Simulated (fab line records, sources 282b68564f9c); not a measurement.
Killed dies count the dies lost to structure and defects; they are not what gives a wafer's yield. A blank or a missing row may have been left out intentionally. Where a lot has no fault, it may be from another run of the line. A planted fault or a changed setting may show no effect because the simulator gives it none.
One fault seen from 2 desks / flow ritCmos / what lay behind the numbers comes last; until then each desk has only its own

== AT THE TOOL OWNER'S DESK: implanter-03 ==
RIT_NRETRO_IMPLANT_08, tool's own readings: per-lot mean of the sampled wafers with a number, covering each lot this tool ran. Any lot whose mean is over 4 standard deviations away from the usual mean is out of limits and marked OUT; that distance is given in the brackets.
Columns: A = beamEnergyKeV at RIT_NRETRO_IMPLANT_08, usual 69.993
lot=L485; first seen here=day 3 08:11; A=69.983
lot=L490; first seen here=day 4 08:02; A=68.260 (-83) OUT
lot=L491; first seen here=day 4 11:56; A=68.270 (-82) OUT
This desk's finding: out of limits on L490, L491; first on L490, day 4 08:02 (beamEnergyKeV at RIT_NRETRO_IMPLANT_08). Within limits: L485.

== FROM THE METROLOGY DESK ==
What the gauges read, lot by lot, whatever tool the lot ran on: means of the sampled wafers that have a number. Any lot whose mean is over 4 standard deviations away from the usual mean is out of limits and marked OUT; that distance is given in the brackets.
Columns: A = PWELL_TW at RIT_PWELL_TW_MEAS_10, usual 959; B = NWELL_RS at RIT_WELLDRIVE_RS_MEAS_01, usual 275.4 ohm/sq; C = PWELL_RS at RIT_WELLDRIVE_RS_MEAS_02, usual 428.9 ohm/sq; D = NRETRO_OVL at RIT_NRETRO_OVL_MEAS_06, usual 1.1 nm
lot=L485; first seen here=day 2 22:03; A=960; B=275.3; C=430.3; D=1.5
lot=L490; first seen here=day 3 23:20; A=958; B=275.2; C=428.5; D=-0.4
lot=L491; first seen here=day 4 03:59; A=961; B=276.9; C=428.4; D=-0.2
lot=L499; first seen here=day 5 19:44; A=942; B=274.5; C=428.0; D=0.8
lot=L501; first seen here=day 6 03:58; A=956; B=274.0; C=430.1; D=2.1
lot=L502; first seen here=day 6 10:01; A=964; B=275.1; C=428.5; D=1.0
This desk's finding: nothing out of limits on any of the 6 lots.

== BROUGHT TOGETHER ==
The tool owner's desk had the chance to raise an alarm at day 4 08:02 on L490, L491.
Metrology desk: nothing out of limits seen.
The metrology desk has L490, L491 on record, within its limits.
Of the lots named, all ran RIT_NRETRO_IMPLANT_08 on implanter-03.

== WHAT THE SIMULATOR PUT IN ==
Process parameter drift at RIT_NRETRO_IMPLANT_08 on implanter-03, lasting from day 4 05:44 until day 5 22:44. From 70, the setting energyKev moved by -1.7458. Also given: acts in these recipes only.
Lots struck among those shown: L490, L491.
How many hours passed from the start of the fault until each desk's first out-of-limits reading: the tool owner's desk, 2.
